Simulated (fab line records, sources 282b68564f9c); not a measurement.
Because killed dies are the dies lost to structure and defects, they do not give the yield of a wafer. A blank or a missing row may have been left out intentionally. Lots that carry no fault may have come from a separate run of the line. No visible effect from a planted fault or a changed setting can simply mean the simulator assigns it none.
Split-lot trial + flow rit cmos + 23 wafers read from 5 lots, route of 202 steps

== SPLIT DETAILS ==
At RIT_NLDD_IMPLANT_08, the setting dose cm2 was moved away from the recipe's 5e+14 on 4 of the 23 wafers read, by -6.7% to +7.0%. For the rest of the wafers, this setting stayed at what the recipe calls for.

== FROM THE SPLIT TO THE READING: what the file shows between them, 12 steps ==
- RIT_NLDD_STRIP_09: strips in O2, time 180 s
- RIT_NLDD_TW_MEAS_10
- RIT_PLDD_IMPLANT_08 (also split here: energy kev)
- RIT_PLDD_STRIP_09: strips in O2, time 180 s
- RIT_SPACER_CVD_03: deposits Si3N4 from SiH2Cl2/NH3, target thk 250 nm, time 3300 s
- RIT_SPACER_ETCHBACK_05: etches Si3N4 in SF6/CHF3, stops on SiO2, target depth 250 nm, time 240 s
- RIT_NSD_IMPLANT_08 (also split here: dose cm2)
- RIT_PSD_DEVELOP_05: develop time 50 s (also split here: develop time s)
- RIT_PSD_HARDBAKE_07: time 60 s
- RIT_SDANNEAL_RTA_03: time 5 s
- RIT_SDANNEAL_RS_MEAS_05: measures by four-point-probe
- RIT_SDANNEAL_RS_MEAS_06: measures by four-point-probe

== THE READING ==
NLDD_RS (ohm/sq), read at RIT_SDANNEAL_RS_MEAS_07 with a four-point probe. On this fab line, fault-free wafers typically give 151.5 ohm/sq with a standard deviation of 0.53 ohm/sq.

| wafer  | tool, chamber at the split | dose cm2 as run | against the recipe | NLDD_RS, ohm/sq | against lot-mates on the recipe |
|--------|----------------------------|-----------------|--------------------|-----------------|---------------------------------|
| L075.2 | implanter-02, 0            | 5e+14           | recipe             | 150.8           | -                               |
| L075.5 | implanter-02, 0            | 5e+14           | recipe             | 151.6           | -                               |
| L075.6 | implanter-02, 0            | 5e+14           | recipe             | 150.6           | -                               |
| L076.1 | implanter-03, 0            | 5e+14           | recipe             | 151.3           | -                               |
| L076.2 | implanter-03, 0            | 5.348e+14       | +7.0%              | 143.7           | -7.5                            |
| L076.3 | implanter-03, 0            | 5e+14           | recipe             | 151.3           | -                               |
| L076.5 | implanter-03, 0            | 5.348e+14       | +7.0%              | 143.2           | -8.0                            |
| L076.6 | implanter-03, 0            | 5e+14           | recipe             | 151.1           | -                               |
| L080.2 | implanter-01, 0            | 5e+14           | recipe             | 151.6           | -                               |
| L080.3 | implanter-01, 0            | 5e+14           | recipe             | 151.5           | -                               |
| L080.4 | implanter-01, 0            | 5e+14           | recipe             | 151.3           | -                               |
| L080.5 | implanter-01, 0            | 5e+14           | recipe             | 151.4           | -                               |
| L080.6 | implanter-01, 0            | 5e+14           | recipe             | 151.8           | -                               |
| L082.1 | implanter-01, 0            | 5e+14           | recipe             | 151.4           | -                               |
| L082.2 | implanter-01, 0            | 4.665e+14       | -6.7%              | 160.5           | +9.0                            |
| L082.3 | implanter-01, 0            | 4.665e+14       | -6.7%              | 160.0           | +8.5                            |
| L082.4 | implanter-01, 0            | 5e+14           | recipe             | 151.7           | -                               |
| L082.5 | implanter-01, 0            | 5e+14           | recipe             | 151.3           | -                               |
| L083.1 | implanter-02, 0            | 5e+14           | recipe             | 151.6           | -                               |
| L083.2 | implanter-02, 0            | 5e+14           | recipe             | 151.0           | -                               |
| L083.3 | implanter-02, 0            | 5e+14           | recipe             | 151.7           | -                               |
| L083.4 | implanter-02, 0            | 5e+14           | recipe             | 151.3           | -                               |
| L083.5 | implanter-02, 0            | 5e+14           | recipe             | 151.3           | -                               |

THE FIT
A straight line over all 23 wafers: NLDD_RS changes by -1.23 ohm/sq for each +1% of dose cm2; r = -0.99; the points scatter about the line by 0.4 ohm/sq.
The same after taking each lot's own level away (the mean of its wafers on the recipe; 23 wafers): -1.21 ohm/sq for each +1%; r = -0.99; scatter 0.37 ohm/sq.
According to that fit, moving dose cm2 by its largest amount changes the reading by 8.4 ohm/sq.
The lots' own levels span 151.00 to 151.52 ohm/sq, that is 1.0 times the standard deviation above.
Hence the lot-to-lot level has little effect on the slope; both slopes agree.
Check: with one of the wafers moved furthest among these (+7.0%) left out of the fit, the line predicts -8.65 ohm/sq for it against its lot-mates. Against them it came out at -7.53 ohm/sq.

== OTHER SPLITS APPLIED TO THESE WAFERS ==
Other splits were also applied to these wafers ahead of the reading. Each is held against what the fit with the lots' levels taken away leaves over:
| other split on the same wafers    | wafers away from the commonest value | r with NLDD_RS (lot level and that fit taken away) |
|-----------------------------------|--------------------------------------|----------------------------------------------------|
| RIT_PLDD_IMPLANT_08 energy kev    | 7                                    | -0.24                                              |
| RIT_NSD_IMPLANT_08 dose cm2       | 7                                    | -0.08                                              |
| RIT_PSD_DEVELOP_05 develop time s | 6                                    | -0.22                                              |

== THE WHOLE CHAIN: every reading that the file lists as answering this split, in the file's order ==
| step                    | what it does                 | reading | change (the file's fit)           | r (the file's) |
|-------------------------|------------------------------|---------|-----------------------------------|----------------|
| RIT_NLDD_TW_MEAS_10     |                              | NLDD_TW | +7.93 for each +1% of the setting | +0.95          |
| RIT_SDANNEAL_RS_MEAS_07 | measures by four-point-probe | NLDD_RS | -1.21 for each +1% of the setting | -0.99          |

== FILE'S OWN FIT ==
NLDD_RS changes by -1.21 ohm/sq for each +1% of dose cm2, r = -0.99.
